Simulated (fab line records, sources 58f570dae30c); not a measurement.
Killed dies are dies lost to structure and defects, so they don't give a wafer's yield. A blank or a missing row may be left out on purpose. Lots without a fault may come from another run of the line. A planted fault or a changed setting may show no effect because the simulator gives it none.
Which tool did it? | flow berkeley_cmos170 | 15 lots, 45 wafers sampled, at 6 steps of a route of 331

WHAT THE GAUGES READ, wafer by wafer
UCB170_PWELL_THK_MEAS_06.
lot  | measured    | on            | PWELL_NITRIDE_THK (nm)
L879 | day 2 21:01 | film_metro-01 | 221.0 220.3 221.5
L881 | day 3 11:45 | film_metro-01 | 222.5 220.8 222.7
L883 | day 3 19:20 | film_metro-04 | 219.9 221.5 222.2
L884 | day 4 05:35 | film_metro-01 | 220.9 220.7 221.7
L885 | day 4 09:13 | film_metro-01 | 222.9 223.9 224.4
L886 | day 4 12:31 | film_metro-03 | 220.6 220.2 219.0
L887 | day 4 12:31 | film_metro-04 | 218.6 220.8 219.3
L888 | day 4 19:47 | film_metro-01 | 220.0 219.8 220.1
L889 | day 4 19:47 | film_metro-03 | 220.6 220.5 221.4
L890 | day 5 07:32 | film_metro-03 | 218.9 218.6 218.9
L891 | day 5 07:34 | film_metro-01 | 220.8 222.4 221.1
L892 | day 5 13:47 | film_metro-03 | 217.0 216.1 218.4
L895 | day 6 09:52 | film_metro-04 | 101.1 99.7 100.0
L898 | day 7 04:13 | film_metro-03 | 98.9 97.4 99.2
L899 | day 7 04:14 | film_metro-04 | 98.4 97.4 97.3

UCB170_M1_CD_MEAS_09: target cd 700 nm.
lot  | measured     | on        | cd_nm (nm)
L879 | day 7 09:43  | cd_sem-02 | 701.5 700.7 701.5
L881 | day 7 18:52  | cd_sem-01 | 701.1 700.4 701.0
L883 | day 8 01:40  | cd_sem-02 | 699.6 700.6 700.8
L884 | day 8 03:58  | cd_sem-01 | 703.1 702.1 702.3
L885 | day 8 09:33  | cd_sem-01 | 702.3 701.7 701.7
L886 | day 8 10:02  | cd_sem-02 | 699.7 699.7 699.0
L887 | day 8 11:24  | cd_sem-01 | 700.2 700.0 700.2
L888 | day 9 02:59  | cd_sem-02 | 701.9 702.7 701.2
L889 | day 9 04:49  | cd_sem-02 | 699.7 701.3 701.1
L890 | day 9 22:52  | cd_sem-02 | 704.8 704.9 704.2
L891 | day 9 23:11  | cd_sem-02 | 697.8 697.0 697.2
L892 | day 9 22:35  | cd_sem-01 | 701.9 700.3 701.4
L895 | day 11 09:13 | cd_sem-02 | 701.7 702.0 703.5
L898 | day 11 20:17 | cd_sem-02 | 702.8 702.7 703.0
L899 | day 11 19:08 | cd_sem-02 | 699.8 700.5 698.3

WHICH TOOL RAN EACH LOT (tool, then ch and the chambers of the sampled wafers, then the start)
lot  | UCB170_ZERO_ETCH_06               | UCB170_PWELL_CVD_05        | UCB170_PWELL_ETCH_14              | UCB170_GATE_STRIP_16
L879 | rie_diel-04 ch 0,1,3, day 1 17:29 | lpcvd-01 ch 1, day 2 19:05 | rie_diel-04 ch 0,1, day 2 22:43   | plasma_asher-04 ch 0,1, day 6 09:31
L881 | rie_diel-02 ch 0,2, day 2 03:00   | lpcvd-02 ch 1, day 3 08:52 | rie_diel-03 ch 1,2, day 3 13:16   | plasma_asher-04 ch 0,1, day 6 16:44
L883 | rie_diel-03 ch 0,2,3, day 2 12:26 | lpcvd-01 ch 0, day 3 17:23 | rie_diel-04 ch 0,2,3, day 3 20:24 | plasma_asher-02 ch 0,1, day 7 03:22
L884 | rie_diel-04 ch 0,3, day 3 00:50   | lpcvd-01 ch 0, day 4 03:40 | rie_diel-03 ch 1,2, day 4 06:35   | plasma_asher-02 ch 1, day 7 02:51
L885 | rie_diel-03 ch 0,1, day 3 04:29   | lpcvd-01 ch 1, day 4 07:17 | rie_diel-03 ch 1,2, day 4 10:17   | plasma_asher-03 ch 0,1, day 7 12:59
L886 | rie_diel-02 ch 1,2,3, day 3 07:44 | lpcvd-01 ch 1, day 4 10:36 | rie_diel-03 ch 0,1,2, day 4 14:34 | plasma_asher-04 ch 0,1, day 7 12:49
L887 | rie_diel-02 ch 0,2, day 3 12:31   | lpcvd-01 ch 0, day 4 10:36 | rie_diel-01 ch 0,2,3, day 4 13:27 | plasma_asher-02 ch 0,1, day 7 12:51
L888 | rie_diel-04 ch 1,2, day 3 18:36   | lpcvd-01 ch 1, day 4 17:52 | rie_diel-01 ch 0,3, day 4 21:23   | plasma_asher-04 ch 0, day 8 01:11
L889 | rie_diel-02 ch 0,3, day 3 18:51   | lpcvd-01 ch 0, day 4 17:52 | rie_diel-04 ch 0,1,2, day 4 21:58 | plasma_asher-02 ch 0,1, day 8 01:22
L890 | rie_diel-02 ch 0,3, day 4 03:28   | lpcvd-01 ch 1, day 5 05:37 | rie_diel-01 ch 1,2, day 5 08:50   | plasma_asher-04 ch 0,1, day 8 23:52
L891 | rie_diel-03 ch 0,1,3, day 4 05:41 | lpcvd-01 ch 1, day 5 05:37 | rie_diel-03 ch 0,1, day 5 08:35   | plasma_asher-02 ch 0,1, day 9 00:10
L892 | rie_diel-02 ch 2,3, day 4 10:51   | lpcvd-02 ch 0, day 5 11:52 | rie_diel-01 ch 0,1,2, day 5 15:15 | plasma_asher-03 ch 0,1, day 8 23:55
L895 | rie_diel-03 ch 1,2, day 5 03:50   | lpcvd-01 ch 0, day 6 07:57 | rie_diel-01 ch 0,1,2, day 6 11:43 | plasma_asher-03 ch 0,1, day 10 08:43
L898 | rie_diel-03 ch 0,2,3, day 5 21:43 | lpcvd-01 ch 0, day 7 02:17 | rie_diel-01 ch 1,2,3, day 7 05:34 | plasma_asher-04 ch 0,1, day 10 23:21
L899 | rie_diel-04 ch 0,1,2, day 5 22:10 | lpcvd-01 ch 1, day 7 02:17 | rie_diel-04 ch 0,3, day 7 05:23   | plasma_asher-03 ch 0,1, day 10 23:22
- UCB170_ZERO_ETCH_06: etches SiO2 in CHF3/CF4/Ar, time 12 s.
- UCB170_PWELL_CVD_05: deposits Si3N4 from SiH2Cl2/NH3, target thk 220 nm, time 3300 s.
- UCB170_PWELL_ETCH_14: etches Si3N4 in CH3F/Ar/O2, stops on SiO2, target depth 242 nm, time 151 s.
- UCB170_GATE_STRIP_16: strips in O2.

WHAT THE TOOLS THEMSELVES READ (means of the sampled wafers that have a number; where no wafer has one, the mark that the record gives instead)
UCB170_ZERO_ETCH_06.
lot  | tool        | cf4_flow_sccm (sccm) | drypump_motor_current_A (A) | oes_product_au (a.u.) | rf_fwd_power_W (W) | throttle_valve_pct (%)
L879 | rie_diel-04 | 10.01                | 5.7                         | 0.617                 | 488.3              | 9.32
L881 | rie_diel-02 | 9.99                 | 5.2                         | 0.604                 | 492.0              | 9.36
L883 | rie_diel-03 | 10.00                | 5.5                         | 0.619                 | 493.1              | 9.35
L884 | rie_diel-04 | 9.98                 | 5.9                         | 0.628                 | 487.2              | 9.36
L885 | rie_diel-03 | 9.98                 | 5.2                         | 0.603                 | 491.4              | 9.19
L886 | rie_diel-02 | 9.99                 | 5.6                         | 0.616                 | 491.7              | 9.32
L887 | rie_diel-02 | 10.03                | 5.3                         | 0.609                 | 491.3              | 9.35
L888 | rie_diel-04 | 10.01                | 5.4                         | 0.610                 | 492.6              | 9.18
L889 | rie_diel-02 | 10.01                | 5.9                         | 0.613                 | 489.1              | 9.36
L890 | rie_diel-02 | 10.03                | 5.4                         | 0.606                 | 489.2              | 9.37
L891 | rie_diel-03 | 9.98                 | 5.3                         | 0.614                 | 492.0              | 9.22
L892 | rie_diel-02 | 9.99                 | 5.8                         | 0.612                 | 493.6              | 9.35
L895 | rie_diel-03 | 10.00                | 4.9                         | 0.602                 | 493.2              | 9.15
L898 | rie_diel-03 | 9.97                 | 5.4                         | 0.613                 | 492.7              | 9.35
L899 | rie_diel-04 | 10.03                | 5.7                         | 0.613                 | 491.5              | 9.24

UCB170_PWELL_CVD_05.
lot  | tool     | pressure_mtorr (mTorr) | spike_tc_centre_C (C) | spike_tc_load_C (C) | spike_tc_source_C (C) | susceptor_temp_C (C) | zone_power_load_pct (%)
L879 | lpcvd-01 | 199.9                  | 801.8                 | 826.2               | 820.1                 | 800.2                | 24.7
L881 | lpcvd-02 | 199.6                  | 800.9                 | 826.9               | 819.1                 | 800.2                | 18.0
L883 | lpcvd-01 | 199.7                  | 804.6                 | 824.2               | 823.1                 | 800.0                | 24.4
L884 | lpcvd-01 | 200.0                  | 803.3                 | 823.2               | 824.3                 | 799.9                | 24.7
L885 | lpcvd-01 | 200.4                  | 802.1                 | 825.9               | 820.1                 | 800.2                | 25.1
L886 | lpcvd-01 | 200.2                  | 803.2                 | 826.0               | 819.8                 | 799.8                | 24.9
L887 | lpcvd-01 | 199.9                  | 804.2                 | 824.1               | 823.1                 | 799.6                | 24.5
L888 | lpcvd-01 | 199.7                  | 802.1                 | 825.4               | 821.0                 | 800.1                | 24.9
L889 | lpcvd-01 | 199.6                  | 804.0                 | 824.4               | 823.9                 | 799.5                | 24.3
L890 | lpcvd-01 | 200.1                  | 801.4                 | 826.0               | 820.6                 | 799.9                | 25.0
L891 | lpcvd-01 | 200.5                  | 801.5                 | 826.7               | 820.1                 | 799.9                | 24.9
L892 | lpcvd-02 | 199.8                  | 802.2                 | 825.5               | 821.9                 | 800.1                | 20.9
L895 | lpcvd-01 | 199.7                  | 761.9                 | 779.9               | 780.7                 | 757.2                | 22.1
L898 | lpcvd-01 | 199.5                  | 761.3                 | 781.1               | 780.6                 | 757.5                | 22.1
L899 | lpcvd-01 | 200.3                  | 759.2                 | 782.5               | 777.2                 | 757.4                | 22.5

UCB170_PWELL_ETCH_14.
lot  | tool        | drypump_motor_current_A (A) | oes_product_au (a.u.) | rf_fwd_power_W (W) | throttle_valve_pct (%)
L879 | rie_diel-04 | 5.6                         | 0.938                 | 446.7              | 8.11
L881 | rie_diel-03 | 5.1                         | 0.943                 | 449.0              | 8.09
L883 | rie_diel-04 | 6.0                         | 0.950                 | 448.1              | 8.10
L884 | rie_diel-03 | 5.1                         | 0.938                 | 449.2              | 8.09
L885 | rie_diel-03 | 5.1                         | 0.942                 | 449.3              | 8.09
L886 | rie_diel-03 | 5.1                         | 0.926                 | 448.6              | 8.05
L887 | rie_diel-01 | 5.6                         | 0.946                 | 449.7              | 8.00
L888 | rie_diel-01 | 5.5                         | 0.939                 | 448.5              | 8.04
L889 | rie_diel-04 | 5.7                         | 0.934                 | 448.3              | 8.06
L890 | rie_diel-01 | 5.2                         | 0.946                 | 447.8              | 8.02
L891 | rie_diel-03 | 4.9                         | 0.922                 | 448.2              | 7.93
L892 | rie_diel-01 | 5.5                         | 0.936                 | 449.3              | 8.00
L895 | rie_diel-01 | 5.5                         | 0.638                 | 448.6              | 7.98
L898 | rie_diel-01 | 5.4                         | 0.637                 | 448.7              | 8.00
L899 | rie_diel-04 | 5.9                         | 0.631                 | 446.9              | 8.12

UCB170_GATE_STRIP_16.
lot  | tool            | drypump_motor_current_A (A) | oes_product_au (a.u.)
L879 | plasma_asher-04 | 5.4                         | 0.725
L881 | plasma_asher-04 | 5.4                         | 0.726
L883 | plasma_asher-02 | 5.2                         | 0.720
L884 | plasma_asher-02 | 5.3                         | 0.723
L885 | plasma_asher-03 | 5.8                         | 0.720
L886 | plasma_asher-04 | 5.5                         | 0.727
L887 | plasma_asher-02 | 5.2                         | 0.728
L888 | plasma_asher-04 | 5.5                         | 0.724
L889 | plasma_asher-02 | 5.2                         | 0.725
L890 | plasma_asher-04 | 5.4                         | 0.723
L891 | plasma_asher-02 | 5.1                         | 0.720
L892 | plasma_asher-03 | 5.8                         | 0.723
L895 | plasma_asher-03 | 5.4                         | 0.725
L898 | plasma_asher-04 | 5.4                         | 0.727
L899 | plasma_asher-03 | 5.8                         | 0.723

THE ANSWER, worked out from the rows above alone
Rule: what is usual is taken from the lots themselves. Put in order of their means at a reading, lots are off if they are a third of the lots or fewer, leave a main group of 4 or more, and stand apart from it by a gap of 3 or more times the standard deviation of the main group's means; of several such gaps the widest counts. A main group whose means are all the same, to the digits that the tables above print for the reading, isn't used. A lot without any number at a reading at which 4 lots or more have one is off too. The other lots that the step has rows for count as sound. The gauges are gone through in route order, then the tools' own readings, and for those a lot's mean is taken as printed above. The first step at which some lot is off is used, and at that step the reading that is off furthest; a lot without a number counts as furthest.
Off: L895, L898, L899, at UCB170_PWELL_THK_MEAS_06 (PWELL_NITRIDE_THK). The main group: mean 220.6 nm, standard deviation 1.6.
A tool fits if, at a process step before that reading, it ran every lot that is off, and no sound lot after the first of them. The gauges at UCB170_PWELL_THK_MEAS_06 aren't tried: what is off there is off at UCB170_PWELL_CVD_05 too, on other tools, and a gauge's error can't cause that. One fits: lpcvd-01 at UCB170_PWELL_CVD_05. Its last sound lot is L890 (day 5 05:37), its first lot that is off L895 (day 6 07:57): a fault that began between those two fits.
The tool's own readings at UCB170_PWELL_CVD_05 bear it out: on the lots that are off they differ by more than 5 times the standard deviation of the sound lots' means. spike_tc_centre_C reads 760.8 C there against 802.6 C on the sound lots; spike_tc_load_C reads 781.2 C there against 825.4 C on the sound lots; spike_tc_source_C reads 779.5 C there against 821.4 C on the sound lots; susceptor_temp_C reads 757.4 C there against 800.0 C on the sound lots.

WHAT THE SIMULATOR HAD PUT IN
Process parameter drift: lpcvd-01, from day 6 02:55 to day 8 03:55, at UCB170_PWELL_CVD_05. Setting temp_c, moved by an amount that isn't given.
Lots struck among those shown: L895, L898, L899. The rule above found the same.
